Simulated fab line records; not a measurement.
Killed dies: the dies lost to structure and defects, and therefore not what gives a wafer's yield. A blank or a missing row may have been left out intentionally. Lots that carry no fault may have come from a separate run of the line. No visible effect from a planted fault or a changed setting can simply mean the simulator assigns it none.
fab line records	flow rit_cmos
record lots=5	wafers=15	last_day=7
route steps=202 shown CONTACT@171 M1@184
lots that met no fault: taken from a fault-free run of the same line
start_h: the number of hours between the record's first day and the start of the first shown wafer of the lot	wait_h: hours since the lot's step before	" identical to the entry in the row above	L1.1+2: several wafers, shown together as one row	- value missing, or start not given	* or withheld: withheld	< > ~ a bound
route shown NAME@n: a module of which the file shows steps, and the number in the route of the first	usual: mean and standard deviation over wafers with no fault	same: alike in all rows	chamber/n: place in a boat	sites: readings site by site	_std_site: the values' standard deviation	_edge_site: inner sites' mean taken away from outer sites' mean	radius_mm: how far each site lies from the wafer's centre	mask NAME#n: copy n	behind: the tool/chamber that last shaped the wafer	hold: reason for holding the lot/hours on hold/outcome of the hold	device: transistor that didn't switch, given as n, p or np	end of line: the same wafers' tests at the end of the route	where a step has no rows: the recipe by itself	killed: the dies lost at the first sort to structure and to defects; this is not the yield of the wafer	map: dies across one wafer; x = killed, . = not, _ = none there
set.NAME: setting as actually run; set.NAME@STEP: the setting as run at that earlier step	model.NAME: the simulator's own value behind a step, which no gauge read
lots at some steps of the route; a table a step, a row a wafer
services: the hour from which a tool's chamber was out of use, counted from the record's first day as start_h (under 0 if before that day), plus the number of hours and why
## steps
# step RIT_CONTACT_COAT_03
# recipe resist=NOVOLAK	spin_rpm=3250	resist_thk_nm=1000
# step RIT_CONTACT_SOFTBAKE_04
# recipe resist=NOVOLAK	temp_c=90	time_s=60
# step RIT_CONTACT_EXPOSE_05
# recipe mask_id=M11	na=0.6	source_shape=conventional	sigma_outer=0.5	target_cd_nm=1000	dose_mj=250
# step RIT_CONTACT_PEB_06
# recipe resist=NOVOLAK	temp_c=withheld	time_s=withheld
# step RIT_CONTACT_DEVELOP_07
# recipe resist=NOVOLAK	develop_time_s=120	dev_temp_c=23
# step RIT_CONTACT_CD_MEAS_08
# recipe target_cd_nm=1000
# usual cd_nm=999.4/2.4
lot.wafer	tool	chamber	start_h	wait_h	cd_nm
L254.1	cd_sem-02	-	72.69	-	997.4
L254.2	"	-	"	"	998.7
L254.6	"	-	"	"	998.2
L266.1	cd_sem-01	-	131.88	-	1001.3
L266.5	"	-	"	"	998.7
L266.6	"	-	"	"	999.7
L268.2	cd_sem-02	-	141.60	-	998.1
L268.3	"	-	"	"	998.4
L268.4	"	-	"	"	999.7
L270.3	cd_sem-01	-	153.44	-	1000.0
L270.5	"	-	"	"	999.0
L270.6	"	-	"	"	998.6
L273.1	cd_sem-02	-	171.08	-	999.4
L273.5	"	-	"	"	1000.8
L273.6	"	-	"	"	1001.8
# step RIT_CONTACT_OVL_MEAS_09
# usual CONTACT_OVL=-1.6/1.3
lot.wafer	tool	chamber	start_h	wait_h	CONTACT_OVL[nm]
L254.1	overlay-02	-	72.81	0.1	-1.9
L254.2	"	-	"	"	-1.4
L254.6	"	-	"	"	-2.8
L266.1	overlay-01	-	132.00	0.1	1.4
L266.5	"	-	"	"	-0.4
L266.6	"	-	"	"	-1.3
L268.2	overlay-01	-	141.70	0.1	-2.7
L268.3	"	-	"	"	-1.4
L268.4	"	-	"	"	-3.3
L270.3	overlay-01	-	153.53	0.1	-3.5
L270.5	"	-	"	"	-2.3
L270.6	"	-	"	"	-2.1
L273.1	overlay-01	-	171.20	0.1	-0.4
L273.5	"	-	"	"	-0.5
L273.6	"	-	"	"	3.1
# step RIT_CONTACT_HARDBAKE_10
# recipe resist=NOVOLAK	temp_c=140	time_s=60
# step RIT_CONTACT_ETCH_11
# recipe target_depth_a=4800	over_etch_frac=0.2	stop_on=TiSi2	chemistry=CHF3/CF4/Ar	target=SiO2	CHF3_flow_sccm=50	cf4_flow_sccm=10	Ar_flow_sccm=100	O2_flow_sccm=5	pressure_mtorr=100	rf_w=200	time_s=320
# usual cf4_flow_sccm=10.00/0.03	drypump_motor_current_A=5.6/0.44	oes_product_au=0.994/0.018	rf_fwd_power_W=199.5/0.6	throttle_valve_pct=8.91/0.13
# same over_etch_frac=0.2	time_s=320
lot.wafer	tool	chamber	start_h	wait_h	cf4_flow_sccm	drypump_motor_current_A	oes_product_au	rf_fwd_power_W	rf_hours_counter_h	throttle_valve_pct
L254.1	rie_diel-02	3	73.00	0.1	9.98	5.8	0.960	198.4	124	8.64
L254.2	"	1	"	"	9.99	5.8	0.975	199.8	117	9.06
L254.6	"	1	"	"	9.99	5.8	0.977	199.9	-	9.09
L266.1	rie_diel-01	3	132.18	0.1	10.04	4.8	0.970	199.1	26	9.00
L266.5	"	3	"	"	10.07	4.8	0.974	199.2	-	9.00
L266.6	"	2	"	"	9.97	5.7	1.020	199.9	-	8.95
L268.2	rie_diel-03	2	141.88	0.1	10.00	6.0	1.003	199.9	10	9.04
L268.3	"	1	"	"	9.99	5.5	1.014	199.9	90	8.78
L268.4	"	0	"	"	10.00	5.5	0.976	200.1	3	8.81
L270.3	rie_diel-01	0	153.70	0.1	9.98	5.9	1.019	200.2	112	9.01
L270.5	"	3	"	"	9.99	4.8	0.977	199.3	-	8.99
L270.6	"	2	"	"	10.01	5.6	1.013	200.0	-	8.95
L273.1	rie_diel-02	1	171.39	0.1	10.00	5.8	0.976	199.9	120	9.08
L273.5	"	0	"	"	10.02	5.2	1.003	199.8	-	8.71
L273.6	"	1	"	"	10.00	5.8	0.979	199.6	-	9.10
# step RIT_CONTACT_STRIP_12
# recipe chemistry=O2	time_s=180	resist=NOVOLAK	platen_temp_c=withheld	power_w=500	pressure_mtorr=4000	o2_flow_sccm=4000
# usual drypump_motor_current_A=5.7/0.42
# same time_s=180
lot.wafer	tool	chamber	start_h	wait_h	drypump_motor_current_A	rf_hours_counter_h
L254.1	plasma_asher-04	0	73.19	0.1	6.3	46
L254.2	"	1	"	"	4.9	46
L254.6	"	1	"	"	4.9	-
L266.1	plasma_asher-03	1	132.38	0.1	5.4	1
L266.5	"	1	"	"	5.4	-
L266.6	"	0	"	"	5.4	-
L268.2	plasma_asher-01	0	142.08	0.1	6.0	52
L268.3	"	0	"	"	6.0	-
L268.4	"	1	"	"	6.1	-
L270.3	plasma_asher-01	1	153.95	0.2	6.0	-
L270.5	"	0	"	"	5.9	-
L270.6	"	1	"	"	6.0	-
L273.1	plasma_asher-01	0	171.68	0.2	6.0	55
L273.5	"	0	"	"	6.0	-
L273.6	"	1	"	"	6.0	-
# step RIT_CONTACT_CD_MEAS_90
# recipe target_cd_nm=1000
# usual cd_nm=999.5/2.4
lot.wafer	tool	chamber	start_h	wait_h	cd_nm
L254.1	cd_sem-01	-	73.37	0.1	997.3
L254.2	"	-	"	"	999.1
L254.6	"	-	"	"	998.8
L266.1	cd_sem-02	-	132.55	0.1	1001.2
L266.5	"	-	"	"	998.3
L266.6	"	-	"	"	999.7
L268.2	cd_sem-02	-	142.27	0.1	998.5
L268.3	"	-	"	"	998.4
L268.4	"	-	"	"	1000.0
L270.3	cd_sem-02	-	154.11	0.1	999.1
L270.5	"	-	"	"	999.3
L270.6	"	-	"	"	998.3
L273.1	cd_sem-01	-	171.86	0.1	999.5
L273.5	"	-	"	"	1000.2
L273.6	"	-	"	"	1001.1
# step RIT_CONTACT_CLEAN_13
# recipe chemistry=SC1	mix=3:3:50	time_s=600	temp_c=75
# step RIT_CONTACT_CLEAN_14
# recipe chemistry=SC2	mix=3:3:50	time_s=600	temp_c=75	dry=n2_spin
# same time_s=600
lot.wafer	tool	chamber	start_h	wait_h
L254.1+2+6	wet_bench-03	1	73.66	0.0
L266.1+5+6	wet_bench-02	3	132.85	0.0
L268.2+3+4	wet_bench-02	2	142.55	0.0
L270.3+5+6	wet_bench-03	0	154.38	0.0
L273.1+5+6	wet_bench-01	0	172.15	0.0
# step RIT_M1_SPUTTER_00
# recipe material=Al	target_thk_nm=400	power_w=2000	chamber_pressure_pa=0.4	gas=Ar	time_s=500	substrate_temp_c=25
# usual cathode_dc_power_W=2000.0/0.31	throttle_valve_pct=29.4/1
# same time_s=500
lot.wafer	tool	chamber	start_h	wait_h	cathode_dc_power_W	throttle_valve_pct
L254.1	pvd_sputter-04	-	73.84	0.0	2000.5	28.0
L254.2	"	-	"	"	2000.0	31.4
L254.6	"	-	"	"	1999.8	29.2
L266.1	pvd_sputter-04	-	133.06	0.0	1999.9	28.3
L266.5	"	-	"	"	1999.9	31.6
L266.6	"	-	"	"	2000.2	28.3
L268.2	pvd_sputter-04	-	142.72	0.0	2000.1	29.2
L268.3	"	-	"	"	1999.8	31.4
L268.4	"	-	"	"	1999.9	29.1
L270.3	pvd_sputter-04	-	154.56	0.0	1999.7	29.1
L270.5	"	-	"	"	2000.1	31.2
L270.6	"	-	"	"	2000.0	29.0
L273.1	pvd_sputter-03	-	172.36	0.0	1999.7	29.7
L273.5	"	-	"	"	2000.1	29.5
L273.6	"	-	"	"	2000.2	29.7
# step RIT_M1_RS_MEAS_01
# recipe thk_meas_gauge=four-point-probe	reads=Al_of_M1_SPUTTER_00
# usual M1_AL_RS=0.0734/0.00065
lot.wafer	tool	chamber	start_h	wait_h	M1_AL_RS[ohm/sq]
L254.1	film_metro-03	-	74.13	0.1	0.0736
L254.2	"	-	"	"	0.0730
L254.6	"	-	"	"	0.0733
L266.1	film_metro-02	-	133.35	0.1	0.0742
L266.5	"	-	"	"	0.0744
L266.6	"	-	"	"	0.0744
L268.2	film_metro-03	-	143.04	0.2	0.0735
L268.3	"	-	"	"	0.0739
L268.4	"	-	"	"	0.0736
L270.3	film_metro-01	-	154.89	0.2	0.0727
L270.5	"	-	"	"	0.0730
L270.6	"	-	"	"	0.0722
L273.1	film_metro-03	-	172.66	0.1	0.0732
L273.5	"	-	"	"	0.0732
L273.6	"	-	"	"	0.0738
# step RIT_M1_THK_MEAS_02
# recipe thk_meas_gauge=xrf	reads=Al_of_M1_SPUTTER_00
# usual M1_AL_THK=408/3.8
lot.wafer	tool	chamber	start_h	wait_h	M1_AL_THK[nm]
L254.1	film_metro-03	-	74.25	0.1	407
L254.2	"	-	"	"	409
L254.6	"	-	"	"	409
L266.1	film_metro-02	-	133.47	0.1	404
L266.5	"	-	"	"	401
L266.6	"	-	"	"	402
L268.2	film_metro-03	-	143.15	0.1	410
L268.3	"	-	"	"	407
L268.4	"	-	"	"	407
L270.3	film_metro-01	-	154.99	0.1	411
L270.5	"	-	"	"	407
L270.6	"	-	"	"	413
L273.1	film_metro-03	-	172.78	0.1	411
L273.5	"	-	"	"	410
L273.6	"	-	"	"	408
# step RIT_M1_HMDS_03
# recipe prime_time_s=60	prime_temp_c=140
# step RIT_M1_COAT_04
# recipe resist=NOVOLAK	spin_rpm=2000	resist_thk_nm=1300
# step RIT_M1_SOFTBAKE_05
# recipe resist=NOVOLAK	temp_c=90	time_s=60
# step RIT_M1_EXPOSE_06
# recipe mask_id=M12	na=0.6	source_shape=conventional	sigma_outer=0.5	target_cd_nm=2600	dose_mj=250
# step RIT_M1_PEB_07
# recipe resist=NOVOLAK	temp_c=withheld	time_s=withheld
# step RIT_M1_DEVELOP_08
# recipe resist=NOVOLAK	develop_time_s=68.88	dev_temp_c=23
# step RIT_M1_CD_MEAS_09
# recipe target_cd_nm=2600
# usual cd_nm=2600.8/2.1
lot.wafer	tool	chamber	start_h	wait_h	cd_nm
L254.1	cd_sem-02	-	75.32	-	2601.3
L254.2	"	-	"	"	2600.4
L254.6	"	-	"	"	2601.2
L266.1	cd_sem-01	-	134.54	-	2601.4
L266.5	"	-	"	"	2598.7
L266.6	"	-	"	"	2600.3
L268.2	cd_sem-02	-	144.10	-	2601.8
L268.3	"	-	"	"	2601.5
L268.4	"	-	"	"	2599.6
L270.3	cd_sem-01	-	156.08	-	2600.8
L270.5	"	-	"	"	2601.4
L270.6	"	-	"	"	2600.3
L273.1	cd_sem-02	-	173.75	-	2601.7
L273.5	"	-	"	"	2601.6
L273.6	"	-	"	"	2603.7
# step RIT_M1_OVL_MEAS_10
# usual M1_OVL=-0.1/1.4
lot.wafer	tool	chamber	start_h	wait_h	M1_OVL[nm]
L254.1	overlay-01	-	75.44	0.1	-3.4
L254.2	"	-	"	"	-2.9
L254.6	"	-	"	"	-4.4
L266.1	overlay-01	-	134.66	0.1	0.0
L266.5	"	-	"	"	-0.5
L266.6	"	-	"	"	-0.8
L268.2	overlay-01	-	144.20	0.1	-1.3
L268.3	"	-	"	"	-0.9
L268.4	"	-	"	"	-0.8
L270.3	overlay-01	-	156.17	0.1	0.7
L270.5	"	-	"	"	2.1
L270.6	"	-	"	"	2.8
L273.1	overlay-02	-	173.87	0.1	-0.3
L273.5	"	-	"	"	1.2
L273.6	"	-	"	"	1.7
# step RIT_M1_HARDBAKE_11
# recipe resist=NOVOLAK	temp_c=140	time_s=120
# step RIT_M1_METAL_ETCH_12
# recipe stop_on=SiO2	chemistry=Cl2/BCl3	target=Al	time_s=165	over_etch_frac=0.5	pressure_mtorr=100	target_depth_a=6000	rf_w=250	Cl2_flow_sccm=60	bcl3_flow_sccm=50
# usual drypump_motor_current_A=5.5/0.48	mfc_cl2_sccm=60.01/0.18	oes_product_au=0.776/0.014	rf_fwd_power_W=249.2/0.82	throttle_valve_pct=8.22/0.096
# same over_etch_frac=0.5	time_s=165
lot.wafer	tool	chamber	start_h	wait_h	drypump_motor_current_A	mfc_cl2_sccm	oes_product_au	rf_fwd_power_W	rf_hours_counter_h	throttle_valve_pct
L254.1	rie_metal-03	0	75.72	0.2	5.1	60.15	0.760	249.4	1	8.19
L254.2	"	1	"	"	6.5	60.30	0.774	249.9	1	8.06
L254.6	"	1	"	"	6.5	60.43	0.784	249.4	-	8.07
L266.1	rie_metal-03	0	134.94	0.2	5.1	59.80	0.761	248.8	1	8.19
L266.5	"	0	"	"	5.1	59.82	0.747	250.9	-	8.19
L266.6	"	1	"	"	6.5	60.37	0.773	248.6	-	8.08
L268.2	rie_metal-03	0	144.54	0.2	5.1	60.19	0.767	247.8	-	8.21
L268.3	"	0	"	"	5.1	59.93	0.758	248.5	-	8.20
L268.4	"	0	"	"	5.1	59.77	0.759	247.3	-	8.21
L270.3	rie_metal-04	0	156.55	0.2	5.8	59.89	0.769	250.2	-	8.19
L270.5	"	1	"	"	5.3	59.69	0.783	248.4	-	8.32
L270.6	"	0	"	"	5.7	59.96	0.775	249.1	-	8.20
L273.1	rie_metal-04	1	174.16	0.2	5.3	59.92	0.785	249.4	0	8.31
L273.5	"	0	"	"	5.7	59.98	0.776	250.4	-	8.19
L273.6	"	1	"	"	5.3	60.00	0.776	249.1	-	8.31
# step RIT_M1_STRIP_13
# recipe chemistry=nmp	resist=NOVOLAK	temp_c=80	time_s=600	dry=n2_spin
# step RIT_M1_STRIP_14
# recipe chemistry=O2	time_s=180	platen_temp_c=withheld	power_w=500	pressure_mtorr=4000	o2_flow_sccm=4000
# usual drypump_motor_current_A=5.4/0.62
# same time_s=180
lot.wafer	tool	chamber	start_h	wait_h	drypump_motor_current_A	rf_hours_counter_h
L254.1	plasma_asher-02	1	76.06	0.0	5.5	30
L254.2	"	0	"	"	4.7	30
L254.6	"	0	"	"	4.7	-
L266.1	plasma_asher-01	0	135.28	0.0	5.9	52
L266.5	"	1	"	"	6.0	-
L266.6	"	0	"	"	5.9	-
L268.2	plasma_asher-02	0	145.00	0.0	4.7	37
L268.3	"	1	"	"	5.5	-
L268.4	"	0	"	"	4.7	-
L270.3	plasma_asher-04	1	156.93	0.1	4.9	-
L270.5	"	0	"	"	6.3	-
L270.6	"	1	"	"	4.9	-
L273.1	plasma_asher-02	1	174.50	0.0	5.5	40
L273.5	"	0	"	"	4.7	-
L273.6	"	1	"	"	5.5	-
# step RIT_M1_CD_MEAS_90
# recipe target_cd_nm=2600
# usual cd_nm=2601.1/2.2
lot.wafer	tool	chamber	start_h	wait_h	cd_nm
L254.1	cd_sem-01	-	76.24	0.1	2602.3
L254.2	"	-	"	"	2600.7
L254.6	"	-	"	"	2601.7
L266.1	cd_sem-02	-	135.45	0.1	2601.1
L266.5	"	-	"	"	2599.8
L266.6	"	-	"	"	2600.7
L268.2	cd_sem-02	-	145.19	0.1	2603.7
L268.3	"	-	"	"	2603.0
L268.4	"	-	"	"	2602.0
L270.3	cd_sem-01	-	157.08	0.1	2600.1
L270.5	"	-	"	"	2601.0
L270.6	"	-	"	"	2598.9
L273.1	cd_sem-02	-	174.67	0.1	2602.6
L273.5	"	-	"	"	2600.1
L273.6	"	-	"	"	2603.2
# step RIT_M1_ANNEAL_15
# recipe temp_c=450	time_s=1828	ambient=forming_gas_H2N2
# step RIT_M1_BOW_MEAS_16
# recipe mode=bow
# usual M1_BOW=17/7
lot.wafer	tool	chamber	start_h	wait_h	M1_BOW[um]
L254.1	film_metro-01	-	78.37	0.0	17
L254.2	"	-	"	"	24
L254.6	"	-	"	"	18
L266.1	film_metro-01	-	137.28	0.0	16
L266.5	"	-	"	"	14
L266.6	"	-	"	"	24
L268.2	film_metro-02	-	148.57	0.0	13
L268.3	"	-	"	"	21
L268.4	"	-	"	"	15
L270.3	film_metro-01	-	159.76	0.0	21
L270.5	"	-	"	"	29
L270.6	"	-	"	"	20
L273.1	film_metro-03	-	176.29	0.0	9
L273.5	"	-	"	"	8
L273.6	"	-	"	"	14
# step RIT_M1_PROBE_99
# usual killed_at_contacts=0.0/0.2	killed_at_front_end=7/3.1	killed_dies=7/3.1	killed_on_rim=1.9/1.4	killed_open=3.5/1.9	killed_short=3.6/2.1
# same gross_dies=264	killed_at_M0_to_M3=0	killed_at_M4_up=0	killed_at_back_side=0	killed_at_other=0
lot.wafer	tool	chamber	start_h	wait_h	killed_at_contacts	killed_at_front_end	killed_dies	killed_on_rim	killed_open	killed_short
L254.1	prober-02	-	78.49	0.1	0	7	7	4	3	4
L254.2	prober-02	-	78.54	0.1	0	7	7	1	4	3
L254.6	prober-02	-	78.74	0.2	0	9	9	2	3	6
L266.1	prober-02	-	137.40	0.1	21	6	27	10	6	0
L266.5	prober-02	-	137.60	0.2	23	5	28	10	4	1
L266.6	prober-02	-	137.65	0.2	22	3	25	9	1	2
L268.2	prober-02	-	148.72	0.1	0	11	11	4	7	4
L268.3	prober-02	-	148.77	0.2	0	10	10	1	6	4
L268.4	prober-02	-	148.82	0.2	0	16	16	1	5	11
L270.3	prober-02	-	159.94	0.2	0	1	1	0	1	0
L270.5	prober-02	-	160.04	0.2	0	5	5	1	2	3
L270.6	prober-02	-	160.09	0.2	0	4	4	1	2	2
L273.1	prober-01	-	176.41	0.1	0	5	5	1	2	3
L273.5	prober-01	-	176.61	0.2	1	11	12	2	7	5
L273.6	prober-01	-	176.66	0.2	0	4	4	1	2	2
# killed by level:class
L254.1 GATE:geometric_particle:short=2 REOX:geometric_particle:open=2 FOX2:geometric_particle:open=1 REOX:geometric_particle:short=1 SILICIDE:geometric_particle:short=1
L254.2 FOX1:geometric_particle:open=2 GATE:geometric_particle:short=2 FOX2:geometric_particle:open=1 REOX:geometric_particle:open=1 REOX:geometric_particle:short=1
L254.6 FOX1:geometric_particle:short=2 GATE:geometric_particle:short=2 GATE:geometric_particle:open=2 FOX1:geometric_particle:open=1 REOX:geometric_particle:short=1 SILICIDE:geometric_particle:short=1
L266.1 CONTACT:unspecified=21 SILICIDE:geometric_particle:open=3 FOX1:geometric_particle:open=2 GATE:geometric_particle:open=1
L266.5 CONTACT:unspecified=23 GATE:geometric_particle:open=2 FOX1:geometric_particle:open=1 FOX2:geometric_particle:open=1 SILICIDE:geometric_particle:short=1
L266.6 CONTACT:unspecified=22 FOX1:geometric_particle:short=1 GATE:geometric_particle:open=1 GATE:geometric_particle:short=1
L268.2 REOX:geometric_particle:open=3 GATE:geometric_particle:open=2 SPACER:geometric_particle:short=2 SILICIDE:geometric_particle:open=2 GATE:geometric_particle:short=1 REOX:geometric_particle:short=1
L268.3 GATE:geometric_particle:short=3 GATE:geometric_particle:open=2 SPACER:geometric_particle:open=2 SILICIDE:geometric_particle:open=2 FOX1:geometric_particle:short=1
L268.4 GATE:geometric_particle:short=7 REOX:geometric_particle:open=3 GATE:geometric_particle:open=2 REOX:geometric_particle:short=2 SPACER:geometric_particle:short=1 SILICIDE:geometric_particle:short=1
L270.3 FOX1:geometric_particle:open=1
L270.5 FOX1:geometric_particle:open=1 FOX2:geometric_particle:short=1 GATE:geometric_particle:short=1 GATE:geometric_particle:open=1 SPACER:geometric_particle:short=1
L270.6 GATE:geometric_particle:open=2 GATE:geometric_particle:short=1 REOX:geometric_particle:short=1
L273.1 GATE:geometric_particle:open=1 GATE:geometric_particle:short=1 SPACER:geometric_particle:short=1 SILICIDE:geometric_particle:short=1 SILICIDE:geometric_particle:open=1
L273.5 GATE:geometric_particle:open=3 REOX:geometric_particle:short=2 SILICIDE:geometric_particle:open=2 FOX1:geometric_particle:short=1 FOX1:geometric_particle:open=1 GATE:geometric_particle:short=1 SILICIDE:geometric_particle:short=1 CONTACT:geometric_particle:open=1
L273.6 FOX1:geometric_particle:short=1 REOX:geometric_particle:short=1 REOX:geometric_particle:open=1 SILICIDE:geometric_particle:open=1
# map L266.5 (x killed, . not)
________......._______
_____.............____
____...............___
___.................__
__..................._
__..................._
_.....................
_.....................
_.....................
_.....................
__............x..x..._
__....x....x........._
___......xx.........__
____.....xxxxxxx...___
_____....xxxxxxx.x____
________xxxxxxx_______
# map L268.4 (x killed, . not)
________......._______
_____.............____
____..x.x..........___
___......x..........__
__.........x........._
__.....x.x..........._
_.....................
_............x........
_....x..........x.....
_................x....
__.....x............._
__..x................_
___..............x..__
____....x....x.....___
_____...x.........____
________......._______
## services
tool	chamber	start_h	hours	kind
plasma_asher-02	-	50.59	2.3	repair
rie_diel-03	2	56.03	2.7	repair
plasma_asher-01	-	60.14	2.8	pm
plasma_asher-02	-	77.20	0.7	repair
plasma_asher-02	-	78.69	1.6	repair
plasma_asher-03	-	79.26	1.9	repair
wet_bench-02	-	79.87	1.0	repair
pvd_sputter-04	-	82.54	0.5	repair
rie_diel-03	0	84.88	4.8	repair
plasma_asher-02	-	88.25	2.5	repair
rie_diel-01	-	104.43	27.2	repair
pvd_sputter-04	-	104.68	5.8	repair
plasma_asher-03	-	108.75	9.0	pm
plasma_asher-03	-	133.45	1.9	repair
rie_metal-04	-	136.12	20.0	pm
rie_metal-04	0	136.12	20.0	vent_cycle
rie_metal-04	1	136.12	20.0	vent_cycle
rie_metal-03	1	138.91	25.4	repair
rie_diel-02	0	144.20	-	clean
rie_diel-02	0	144.20	13.0	scheduled_down
rie_diel-01	0	145.67	4.8	repair
rie_diel-03	0	146.75	5.9	repair
rie_diel-01	1	151.97	3.9	repair
rie_diel-01	0	159.07	4.2	repair
## key
first_sign step=RIT_M1_PROBE_99	reading=killed_at_contacts	direction=up	sigmas=22	usual=0.0	struck=22
effect step=RIT_M1_PROBE_99	reading=killed_dies	direction=up	sigmas=6.3	usual=7	struck=27
met_at RIT_CONTACT_CLEAN_14
struck_wafers L266.1,L266.5,L266.6
tester_left_out L266
also_fits RIT_CONTACT_STRIP_12:plasma_asher-03,RIT_M1_STRIP_14:plasma_asher-01
fault kind=chamber_particle_source	tool=wet_bench-02	chamber=3	onset_h=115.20	steps=RIT_CONTACT_CLEAN_14	rate_per_visit_cm2=2.2224	end_h=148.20
# tester_left_out: of these lots the tester's yield and bins aren't shown, on N5 and GAA mostly nor the transistor test; their killed dies are dies lost to structure and defects alone, not to doping, threshold or leakage, so they don't give the yield
